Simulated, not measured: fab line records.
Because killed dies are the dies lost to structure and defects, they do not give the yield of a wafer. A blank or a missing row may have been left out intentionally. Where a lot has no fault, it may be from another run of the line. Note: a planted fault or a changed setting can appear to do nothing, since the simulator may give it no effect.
fab line records	flow berkeley_cmos170
record: lots: 6	wafers: 18	last_day: 11
route steps=331 shown NLDD@159 SPACER@171 PSD@175
lots that met no fault: from a run of the same line without faults
start_h: the number of hours between the record's first day and the start of the first shown wafer of the lot	wait_h: time in hours since the lot's previous step	" identical to the entry in the row above	L1.1+2: a single row standing in for several wafers	- no value present, or no start provided	* or withheld: withheld	< > ~ a bound
route shown NAME@n: NAME is a module with steps in the file, n the number in the route of the first one	usual: the fault-free wafers' mean and standard deviation	same: alike in all rows	chamber/n: place in a boat	sites: per-site readings	_std_site: standard deviation across them	_edge_site: mean of outer sites minus mean of inner sites	radius_mm: how far each site lies from the wafer's centre	mask NAME#n: copy n	behind: the most recent tool/chamber to have shaped the wafer	hold: why the lot went on hold/how many hours it stayed there/how the hold came to an end	device: whichever transistor did not switch (one of n, p or np)	end of line: tests run on the same wafers once the route is complete	for a step that has no rows: nothing shown but its recipe	killed: at the first sort, the dies lost to defects and structure; wafer yield is something else	map: a wafer's dies, x killed, . not, _ none there
set.NAME: the setting that was run; set.NAME@STEP: the one run at that earlier step	model.NAME: the simulator's own value behind a step, which no gauge read
a table for each step, a row for each wafer; lots at some steps of the route
services: the hour from which a tool's chamber was out of use, counted from the record's first day as start_h (under 0 if before that day), plus the number of hours and why
== steps ==
step: UCB170_NLDD_COAT_01
recipe: resist: KrF	spin_rpm: 1500	resist_thk_nm: 900
step: UCB170_NLDD_SOFTBAKE_02
recipe: resist: KrF	temp_c: 130	time_s: 60
step: UCB170_NLDD_EXPOSE_03
recipe: mask_id: NSELECT	na: 0.5	sigma_outer: 0.6	source_shape: conventional	target_cd_nm: 1200	dose_mj: 30
step: UCB170_NLDD_PEB_04
recipe: peb_temp_c: 130	peb_time_s: withheld	resist: KrF
step: UCB170_NLDD_DEVELOP_05
recipe: developer: TMAH	develop_time_s: 45	resist: KrF	dev_temp_c: 21
step: UCB170_NLDD_CD_MEAS_06
recipe: target_cd_nm: 1200
usual: cd_nm: 1199.9/1.5
lot.wafer	tool	chamber	start_h	wait_h	cd_nm
L784.2	cd_sem-01	-	139.24	-	1196.3
L784.4	"	-	"	"	1196.3
L784.5	"	-	"	"	1196.5
L788.2	cd_sem-02	-	157.82	-	1200.7
L788.3	"	-	"	"	1201.0
L788.4	"	-	"	"	1199.9
L790.2	cd_sem-01	-	164.82	-	1199.9
L790.3	"	-	"	"	1200.4
L790.6	"	-	"	"	1199.9
L797.3	cd_sem-02	-	194.97	-	1200.6
L797.4	"	-	"	"	1200.8
L797.5	"	-	"	"	1201.7
L798.2	cd_sem-02	-	203.82	-	1201.9
L798.5	"	-	"	"	1201.1
L798.6	"	-	"	"	1200.4
L802.3	cd_sem-02	-	232.07	-	1198.1
L802.5	"	-	"	"	1197.9
L802.6	"	-	"	"	1198.9
step: UCB170_NLDD_OVL_MEAS_07
usual: NLDD_OVL: 1/5.5
lot.wafer	tool	chamber	start_h	wait_h	NLDD_OVL[nm]
L784.2	overlay-01	-	139.35	0.1	-4
L784.4	"	-	"	"	3
L784.5	"	-	"	"	-7
L788.2	overlay-02	-	157.93	0.1	2
L788.3	"	-	"	"	2
L788.4	"	-	"	"	-5
L790.2	overlay-01	-	164.93	0.1	11
L790.3	"	-	"	"	10
L790.6	"	-	"	"	8
L797.3	overlay-02	-	195.07	0.1	-5
L797.4	"	-	"	"	5
L797.5	"	-	"	"	1
L798.2	overlay-01	-	203.93	0.1	-1
L798.5	"	-	"	"	6
L798.6	"	-	"	"	-1
L802.3	overlay-02	-	232.16	0.1	-7
L802.5	"	-	"	"	-2
L802.6	"	-	"	"	-3
step: UCB170_NLDD_IMPLANT_08
recipe: species: As	dose_cm2: 5e+13	energy_kev: 30	tilt_deg: 7	rotation_deg: 0
step: UCB170_NLDD_IMPLANT_09
recipe: species: As	dose_cm2: 5e+13	energy_kev: 30	tilt_deg: 7	rotation_deg: 180
step: UCB170_NLDD_STRIP_10
recipe: chemistry: O2	power_w: 400	pressure_mtorr: 3500	platen_temp_c: withheld	o2_flow_sccm: 400	overash_fraction: 0.5
usual: drypump_motor_current_A: 5.7/0.45	o2_flow_sccm: 400.1/1.2	oes_product_au: 0.735/0.0045	strip_time_to_endpoint_s: 21.63/0.048
lot.wafer	tool	chamber	start_h	wait_h	drypump_motor_current_A	o2_flow_sccm	oes_product_au	rf_hours_counter_h	strip_time_to_endpoint_s
L784.2	plasma_asher-03	1	139.68	0.1	5.4	400.6	0.736	42	21.64
L784.4	"	1	"	"	5.4	400.6	0.737	-	21.61
L784.5	"	0	"	"	5.1	400.5	0.733	-	21.64
L788.2	plasma_asher-03	0	158.26	0.1	5.1	399.6	0.733	44	21.71
L788.3	"	0	"	"	5.1	397.7	0.732	-	21.63
L788.4	"	1	"	"	5.4	400.8	0.728	-	21.66
L790.2	plasma_asher-02	1	165.26	0.1	5.5	399.3	0.731	6	21.65
L790.3	"	0	"	"	6.4	400.1	0.738	-	21.70
L790.6	"	0	"	"	6.4	400.5	0.740	-	21.61
L797.3	plasma_asher-01	1	195.42	0.1	5.9	400.9	0.732	-	21.61
L797.4	"	0	"	"	6.2	399.1	0.726	-	21.58
L797.5	"	0	"	"	6.2	399.3	0.734	-	21.66
L798.2	plasma_asher-01	0	204.26	0.1	6.2	398.6	0.741	53	21.67
L798.5	"	0	"	"	6.2	399.5	0.734	-	21.65
L798.6	"	1	"	"	5.9	400.2	0.732	-	21.64
L802.3	plasma_asher-01	1	232.52	0.1	5.9	400.7	0.739	-	21.66
L802.5	"	1	"	"	5.9	399.8	0.741	-	21.63
L802.6	"	0	"	"	6.2	400.6	0.732	-	21.57
step: UCB170_NLDD_TW_MEAS_11
usual: NLDD_TW: 2232/20
lot.wafer	tool	chamber	start_h	wait_h	NLDD_TW
L784.2	film_metro-01	-	139.79	0.1	2207
L784.4	"	-	"	"	2211
L784.5	"	-	"	"	2200
L788.2	film_metro-01	-	158.37	0.1	2210
L788.3	"	-	"	"	2218
L788.4	"	-	"	"	2209
L790.2	film_metro-01	-	165.37	0.1	2216
L790.3	"	-	"	"	2208
L790.6	"	-	"	"	2207
L797.3	film_metro-01	-	195.51	0.1	2200
L797.4	"	-	"	"	2209
L797.5	"	-	"	"	2204
L798.2	film_metro-02	-	204.37	0.1	2267
L798.5	"	-	"	"	2264
L798.6	"	-	"	"	2257
L802.3	film_metro-02	-	232.60	0.1	2240
L802.5	"	-	"	"	2250
L802.6	"	-	"	"	2252
step: UCB170_NLDD_CLEAN_12
recipe: chemistry: SPM	temp_c: 120	time_s: 600
step: UCB170_SPACER_CVD_00
recipe: material: SiO2	target_thk_nm: 376	temp_c: 390	precursor: TEOS/O2	time_s: 47	rf_w: 550	pressure_mtorr: 9000
usual: heater_power_w: 245/48	rf_fwd_power_W: 543.2/2	susceptor_temp_C: 390.03/0.22
lot.wafer	tool	chamber	start_h	wait_h	heater_power_w	rf_fwd_power_W	susceptor_temp_C	model.SiO2_of_SPACER_CVD_00.thk_nm
L784.2	pecvd-02	0	140.01	0.0	256	539.7	390.44	367.7
L784.4	"	1	"	"	227	541.2	389.85	375
L784.5	"	1	"	"	232	543.6	389.75	376.7
L788.2	pecvd-04	1	158.63	0.0	123	762.2	390.30	415.3
L788.3	"	0	"	"	149	764.7	389.89	410.1
L788.4	"	1	"	"	136	763.9	390.20	419.2
L790.2	pecvd-04	1	165.59	0.0	132	762.8	390.28	417.7
L790.3	"	0	"	"	185	764.5	390.14	421.8
L790.6	"	2	"	"	182	768.9	390.43	425.6
L797.3	pecvd-03	2	195.74	0.0	381	542.4	389.98	376.2
L797.4	"	0	"	"	197	547.0	389.89	376.8
L797.5	"	2	"	"	283	541.3	390.23	379.2
L798.2	pecvd-03	1	204.60	0.0	270	546.3	389.78	369.9
L798.5	"	2	"	"	283	542.0	389.85	376.9
L798.6	"	0	"	"	215	545.5	390.02	374.3
L802.3	pecvd-04	0	232.82	0.0	242	544.5	390.22	368.1
L802.5	"	0	"	"	251	544.1	390.19	378.4
L802.6	"	2	"	"	222	545.7	390.44	377.8
step: UCB170_SPACER_THK_MEAS_01
recipe: reads: SiO2_of_SPACER_CVD_00
usual: SPACER_TEOS_THK: 375/4.8
lot.wafer	tool	chamber	start_h	wait_h	hold	SPACER_TEOS_THK[nm]
L784.2	film_metro-02	-	140.08	0.1	-	368
L784.4	"	-	"	"	-	375
L784.5	"	-	"	"	-	376
L788.2	film_metro-01	-	158.68	0.0	await_dispo/0.2h/release	415
L788.3	"	-	"	"	await_dispo/0.2h/release	410
L788.4	"	-	"	"	await_dispo/0.2h/release	420
L788.2	film_metro-01	-	158.91	0.2	-	415
L788.3	"	-	"	"	-	410
L788.4	"	-	"	"	-	419
L790.2	film_metro-01	-	165.65	0.0	await_dispo/0.2h/release	418
L790.3	"	-	"	"	await_dispo/0.2h/release	422
L790.6	"	-	"	"	await_dispo/0.2h/release	426
L790.2	film_metro-01	-	165.95	0.3	-	418
L790.3	"	-	"	"	-	422
L790.6	"	-	"	"	-	426
L797.3	film_metro-02	-	195.80	0.0	-	376
L797.4	"	-	"	"	-	377
L797.5	"	-	"	"	-	379
L798.2	film_metro-02	-	204.74	0.1	-	370
L798.5	"	-	"	"	-	377
L798.6	"	-	"	"	-	374
L802.3	film_metro-03	-	232.88	0.0	-	368
L802.5	"	-	"	"	-	379
L802.6	"	-	"	"	-	378
step: UCB170_SPACER_ETCHBACK_03
recipe: stop_on: Si	target: SiO2	chemistry: CHF3/CF4/Ar	CHF3_flow_sccm: 50	cf4_flow_sccm: 10	Ar_flow_sccm: 120	pressure_mtorr: 200	rf_w: 500	target_depth_a: 3760	time_s: 100
usual: drypump_motor_current_A: 5.8/0.48	oes_product_au: 0.902/0.017	throttle_valve_pct: 6.45/0.12
lot.wafer	tool	chamber	start_h	wait_h	drypump_motor_current_A	oes_product_au	rf_hours_counter_h	throttle_valve_pct	model.etch.depth_nm
L784.2	rie_diel-01	0	143.42	0.0	6.1	0.875	48	6.36	367.7
L784.4	"	2	"	"	6.0	0.889	110	6.66	375
L784.5	"	1	"	"	5.6	0.905	-	6.54	376.7
L788.2	rie_diel-01	0	164.16	0.0	6.1	0.965	49	6.39	415.3
L788.3	"	3	"	"	5.4	0.994	53	6.41	410.1
L788.4	"	3	"	"	5.4	1.005	-	6.42	419.2
L790.2	rie_diel-04	3	169.99	0.0	6.2	0.958	17	6.46	417.7
L790.3	"	1	"	"	5.8	1.001	34	6.62	421.8
L790.6	"	1	"	"	5.8	1.008	-	6.61	423.6
L797.3	rie_diel-04	3	201.44	0.0	6.2	0.881	19	6.45	376.2
L797.4	"	1	"	"	5.9	0.914	35	6.61	376.8
L797.5	"	3	"	"	6.2	0.895	-	6.47	379.2
L798.2	rie_diel-01	0	209.26	0.0	6.1	0.890	52	6.37	369.9
L798.5	"	2	"	"	6.0	0.892	-	6.67	376.9
L798.6	"	1	"	"	5.6	0.903	-	6.55	374.3
L802.3	rie_diel-04	3	234.90	0.0	6.1	0.873	20	6.47	368.1
L802.5	"	2	"	"	5.4	0.924	-	6.48	378.4
L802.6	"	3	"	"	6.2	0.892	-	6.45	377.8
step: UCB170_PSD_HMDS_00
recipe: prime_time_s: 60	prime_temp_c: 100
== services ==
tool	chamber	start_h	hours	kind
plasma_asher-02	0	117.75	-	clean
plasma_asher-02	1	117.75	-	clean
pecvd-04	-	119.38	0.8	repair
plasma_asher-02	-	126.81	1.4	repair
pecvd-02	2	132.02	13.6	repair
pecvd-03	0	133.38	4.4	repair
rie_diel-01	-	147.94	4.0	pm
pecvd-04	0	151.83	5.0	repair
rie_diel-01	2	160.63	11.7	repair
plasma_asher-03	-	165.06	2.8	pm
pecvd-02	1	175.72	2.5	repair
plasma_asher-03	-	176.56	14.6	pm
rie_diel-04	-	181.17	0.4	repair
plasma_asher-03	-	219.76	1.7	repair
rie_diel-01	3	226.36	2.0	repair
pecvd-04	-	234.66	1.1	repair
== key ==
first_sign: step: UCB170_SPACER_CVD_00	reading: rf_fwd_power_W	direction: up	sigmas: 99+	usual: 543.2	struck: 764.5
effect: step: UCB170_SPACER_CVD_00	reading: heater_power_w	direction: down	sigmas: 2	usual: 245	struck: 151
effect: step: UCB170_SPACER_THK_MEAS_01	reading: visit	direction: added
effect: step: UCB170_SPACER_THK_MEAS_01	reading: SPACER_TEOS_THK	direction: up	sigmas: 8.9	usual: 375	struck: 418
effect: step: UCB170_SPACER_ETCHBACK_03	reading: oes_product_au	direction: up	sigmas: 5.1	usual: 0.902	struck: 0.988
model_effect: step: UCB170_SPACER_CVD_00	value: SiO2_of_SPACER_CVD_00.thk_nm	without: 378.4	struck: 418.3
model_effect: step: UCB170_SPACER_ETCHBACK_03	value: etch.depth_nm	without: 378.4	struck: 417.9
met_at UCB170_SPACER_CVD_00
struck_wafers L788.2,L788.3,L788.4,L790.2,L790.3,L790.6
later_rows_left_out L790.3,L790.6
sort_left_out L788.2,L788.3,L788.4,L790.2,L790.3,L790.6
tester_left_out L788,L790
fault: kind: process_parameter_drift	tool: pecvd-04	chamber: -	onset_h: 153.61	steps: UCB170_SPACER_CVD_00	channel: rf_w	offset: 220	shape: step	end_h: 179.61	acts_in: these_recipes_only	stated: 550
tester_left_out: of these lots the tester's yield and bins aren't shown, on N5 and GAA mostly nor the transistor test; their killed dies are dies lost to structure and defects alone, not to doping, threshold or leakage, so they don't give the yield
sort_left_out: the simulated sort isn't trusted on such a fault, so these wafers' sort isn't shown, and their yield isn't known
later_rows_left_out: the simulator's readings of these wafers behind a module that went badly wrong aren't trusted and aren't shown, but for the sort
